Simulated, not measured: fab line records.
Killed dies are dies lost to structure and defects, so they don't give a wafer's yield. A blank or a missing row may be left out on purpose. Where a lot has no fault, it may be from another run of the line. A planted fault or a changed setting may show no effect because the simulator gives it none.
What tool caused it?	flow berkeleyCmos170	15 lots, 45 wafers sampled, at 4 steps of a route of 331

== WHAT THE GAUGES READ, wafer by wafer ==
The record holds no reading of a measuring or inspecting step that can be judged against a usual standard deviation.

== WHICH TOOL RAN EACH LOT (tool, then ch and the chambers of the sampled wafers, then the start) ==
lot	UCB170_SPACER_ETCHBACK_03	UCB170_BACKSIDE_STRIP_03	UCB170_SDANNEAL_RTA_01	UCB170_SILICIDE_WET_ETCH_05
L362	rieDiel-01 ch 0,1,3, day 6 20:00	plasmaAsher-01 ch 1, day 7 00:01	rtpAnneal-01 ch 0, day 7 01:39	wetBench-01 ch 3, day 7 02:32
L363	rieDiel-01 ch 1,2, day 7 06:37	plasmaAsher-04 ch 0,1, day 7 12:10	rtpAnneal-02 ch 0, day 7 12:31	wetBench-02 ch 2, day 7 13:23
L364	rieDiel-04 ch 1,2, day 7 16:04	plasmaAsher-03 ch 0,1, day 7 21:14	rtpAnneal-01 ch 0, day 7 21:35	wetBench-01 ch 1, day 7 22:36
L365	rieDiel-01 ch 0,1, day 7 16:04	plasmaAsher-04 ch 0,1, day 7 21:44	rtpAnneal-02 ch 0, day 7 22:03	wetBench-01 ch 0, day 7 22:55
L366	rieDiel-02 ch 1,2,3, day 7 22:55	plasmaAsher-03 ch 0,1, day 8 04:31	rtpAnneal-01 ch 0, day 8 04:52	wetBench-02 ch 3, day 8 05:46
L367	rieDiel-01 ch 1,3, day 8 10:28	plasmaAsher-03 ch 0,1, day 8 16:09	rtpAnneal-01 ch 0, day 8 16:46	wetBench-02 ch 0, day 8 17:39
L374	rieDiel-04 ch 0,3, day 9 11:20	plasmaAsher-04 ch 0,1, day 9 16:31	rtpAnneal-02 ch 0, day 9 17:02	wetBench-01 ch 2, day 9 17:56
L375	rieDiel-01 ch 0,2, day 9 11:20	plasmaAsher-03 ch 0,1, day 9 16:31	rtpAnneal-01 ch 0, day 9 17:02	wetBench-01 ch 1, day 9 17:56
L376	rieDiel-04 ch 0,1,3, day 9 22:58	plasmaAsher-03 ch 0,1, day 10 05:03	rtpAnneal-02 ch 0, day 10 05:26	wetBench-01 ch 2, day 10 06:22
L379	rieDiel-04 ch 0,1, day 10 05:26	plasmaAsher-01 ch 0,1, day 10 09:29	rtpAnneal-01 ch 0, day 10 10:11	wetBench-02 ch 1, day 10 11:09
L381	rieDiel-04 ch 0,2,3, day 10 23:46	plasmaAsher-01 ch 0,1, day 11 04:35	rtpAnneal-01 ch 0, day 11 04:55	wetBench-01 ch 3, day 11 05:49
L383	rieDiel-01 ch 0,3, day 10 23:46	plasmaAsher-04 ch 0,1, day 11 03:57	rtpAnneal-02 ch 0, day 11 04:19	wetBench-02 ch 2, day 11 05:12
L384	rieDiel-02 ch 1,2,3, day 10 23:46	plasmaAsher-04 ch 0,1, day 11 04:40	rtpAnneal-02 ch 0, day 11 05:06	wetBench-02 ch 2, day 11 05:59
L380	rieDiel-01 ch 0,1, day 10 23:50	plasmaAsher-01 ch 0,1, day 11 05:02	rtpAnneal-02 ch 0, day 11 05:23	wetBench-02 ch 1, day 11 06:16
L382	rieDiel-02 ch 1,3, day 10 23:50	plasmaAsher-03 ch 0,1, day 11 05:08	rtpAnneal-01 ch 0, day 11 05:29	wetBench-01 ch 0, day 11 06:23
- UCB170_SPACER_ETCHBACK_03: etches SiO2 in CHF3/CF4/Ar, stops on Si, target depth 376 nm, time 100 s.
- UCB170_BACKSIDE_STRIP_03: strips in O2.
- UCB170_SDANNEAL_RTA_01: time 5 s.
- UCB170_SILICIDE_WET_ETCH_05: etches Ti in SPM, time 45 s.

== AS READ BY THE TOOLS THEMSELVES (means over the sampled wafers that have a number; for cases with no such wafer, the mark the record gives instead) ==
UCB170_SPACER_ETCHBACK_03.
lot	tool	drypumpMotorCurrentA (A)	oesProductAu (a.u.)	rfFwdPowerW (W)	throttleValvePct (%)
L362	rieDiel-01	5.6	0.911	499.1	6.56
L363	rieDiel-01	5.7	0.898	498.2	6.30
L364	rieDiel-04	5.9	0.903	496.6	6.56
L365	rieDiel-01	5.3	0.907	495.7	6.54
L366	rieDiel-02	5.7	0.887	496.8	6.40
L367	rieDiel-01	5.7	0.917	497.2	6.49
L374	rieDiel-04	6.2	0.885	500.2	6.31
L375	rieDiel-01	5.7	0.906	498.1	6.38
L376	rieDiel-04	6.0	0.891	497.3	6.38
L379	rieDiel-04	5.6	0.903	499.4	6.43
L381	rieDiel-04	6.0	0.890	496.3	6.40
L383	rieDiel-01	5.8	0.917	497.5	6.67
L384	rieDiel-02	5.7	0.894	496.6	6.39
L380	rieDiel-01	5.3	0.905	498.6	6.55
L382	rieDiel-02	5.6	0.905	496.4	6.38

UCB170_BACKSIDE_STRIP_03.
lot	tool	drypumpMotorCurrentA (A)	oesProductAu (a.u.)	stripTimeToEndpointS (s)
L362	plasmaAsher-01	5.7	0.734	21.92
L363	plasmaAsher-04	5.4	0.729	21.94
L364	plasmaAsher-03	6.1	0.732	22.06
L365	plasmaAsher-04	5.3	0.739	21.92
L366	plasmaAsher-03	6.1	0.732	21.98
L367	plasmaAsher-03	6.2	0.733	21.92
L374	plasmaAsher-04	5.4	0.735	21.98
L375	plasmaAsher-03	6.2	0.731	21.94
L376	plasmaAsher-03	6.2	0.735	21.96
L379	plasmaAsher-01	6.0	0.735	21.83
L381	plasmaAsher-01	6.0	0.737	21.89
L383	plasmaAsher-04	5.3	0.733	21.96
L384	plasmaAsher-04	5.4	0.738	22.05
L380	plasmaAsher-01	6.1	0.730	21.90
L382	plasmaAsher-03	6.1	0.734	21.93

UCB170_SDANNEAL_RTA_01.
lot	tool	lampPowerPct (%)	wafer_temp_C_max
L362	rtpAnneal-01	39	1055.1
L363	rtpAnneal-02	48	1056.5
L364	rtpAnneal-01	39	1052.8
L365	rtpAnneal-02	48	1056.8
L366	rtpAnneal-01	39	1054.1
L367	rtpAnneal-01	39	1054.0
L374	rtpAnneal-02	48	1056.8
L375	rtpAnneal-01	39	1054.1
L376	rtpAnneal-02	48	1056.4
L379	rtpAnneal-01	39	1053.3
L381	rtpAnneal-01	39	1054.1
L383	rtpAnneal-02	48	1057.2
L384	rtpAnneal-02	48	1056.1
L380	rtpAnneal-02	48	1057.2
L382	rtpAnneal-01	39	1054.2

UCB170_SILICIDE_WET_ETCH_05.
lot	tool	bathGuardTempC (C)	bathHeatDutyPct (%)
L362	wetBench-01	120.3	13.1
L363	wetBench-02	120.1	14.7
L364	wetBench-01	119.5	12.0
L365	wetBench-01	-	-
L366	wetBench-02	-	-
L367	wetBench-02	-	-
L374	wetBench-01	119.9	13.6
L375	wetBench-01	119.3	11.9
L376	wetBench-01	119.7	14.5
L379	wetBench-02	119.3	12.8
L381	wetBench-01	120.4	13.0
L383	wetBench-02	120.1	14.7
L384	wetBench-02	119.9	14.4
L380	wetBench-02	119.3	13.0
L382	wetBench-01	120.3	15.4

== THE ANSWER, worked out from the rows above alone ==
Rule: usual is defined by the lots themselves. Put in order of their means at a reading, lots are off if they are a third of the lots or fewer, leave a main group of 4 or more, and stand apart from it by a gap of 3 or more times the standard deviation of the main group's means; of several such gaps the widest counts. The tables above print the reading to a certain number of digits; a main group whose means all agree to those digits is not used. A lot without any number at a reading at which 4 lots or more have one is off too. The other lots that the step has rows for count as sound. Order of review: gauges by route order, followed by the tools' own readings, for which a lot's mean as printed above is used. At the first step where some lot is off, the reading lying furthest off is the one used; lots without a number count as furthest.
Off: L365, L366, L367 (UCB170_SILICIDE_WET_ETCH_05, bathGuardTempC). Without a number there: L365, L366, L367. For the main group the mean is 119.8 C and the standard deviation 0.4.
If a tool, at that step or one of the process steps before it, ran each lot that is off and ran no sound lot following the first of them, it fits. Of those tried, none fits.

== WHAT WAS PUT IN BY THE SIMULATOR ==
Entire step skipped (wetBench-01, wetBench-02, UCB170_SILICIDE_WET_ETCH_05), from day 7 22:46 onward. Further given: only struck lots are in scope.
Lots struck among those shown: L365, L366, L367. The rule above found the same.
